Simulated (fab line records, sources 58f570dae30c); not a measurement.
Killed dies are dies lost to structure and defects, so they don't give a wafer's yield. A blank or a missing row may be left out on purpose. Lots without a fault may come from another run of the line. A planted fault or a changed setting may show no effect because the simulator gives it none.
Chamber matching | flow berkeley_cmos170 | UCB170_V2_CMP_02 on cmp-02: 4 sister chambers
The step polishes SiO2. 8 wafers are shown with their chamber, then 8 later ones without.

WAFERS WITH THEIR CHAMBER
wafer  | chamber | motor_current_A (A)
L384.2 | 3       | 16.0
L384.3 | 0       | 12.1
L391.1 | 0       | 11.8
L391.3 | 1       | 18.9
L390.2 | 2       | 15.3
L390.5 | 2       | 15.3
L390.6 | 3       | 15.4
L395.1 | 1       | 17.6

WAFERS WITHOUT THEIR CHAMBER
wafer  | motor_current_A (A)
L395.2 | 12.3
L395.3 | 15.5
L393.1 | 19.0
L393.3 | 12.0
L393.4 | 16.0
L399.1 | 12.2
L399.3 | 16.0
L399.5 | 17.7

WHICH CHAMBER EACH WENT THROUGH
wafer  | from the rows above     | in truth
L395.2 | 0                       | 0
L395.3 | can't be placed: 2 or 3 | 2
L393.1 | 1                       | 1
L393.3 | 0                       | 0
L393.4 | can't be placed: 3 or 2 | 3
L399.1 | 0                       | 0
L399.3 | can't be placed: 3 or 2 | 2
L399.5 | 1                       | 1
Placed correctly: 5 of 8. Can't be placed from these rows: 3 (the true chamber is among the candidates in 3). Placed wrongly: 0.
How it was worked out, from the rows above alone: a wafer's distance from a chamber is the root of the sum, over the readings, of the square of ((its reading less the chamber's mean) divided by the reading's scatter). The wafer belongs to the nearest chamber; if the next one is less than 2 further off, it can't be placed. A chamber's mean is the mean of its shown wafers. The scatter: the root of (the sum of the squares of (reading less its chamber's mean) over the shown wafers, divided by (wafers less chambers)).
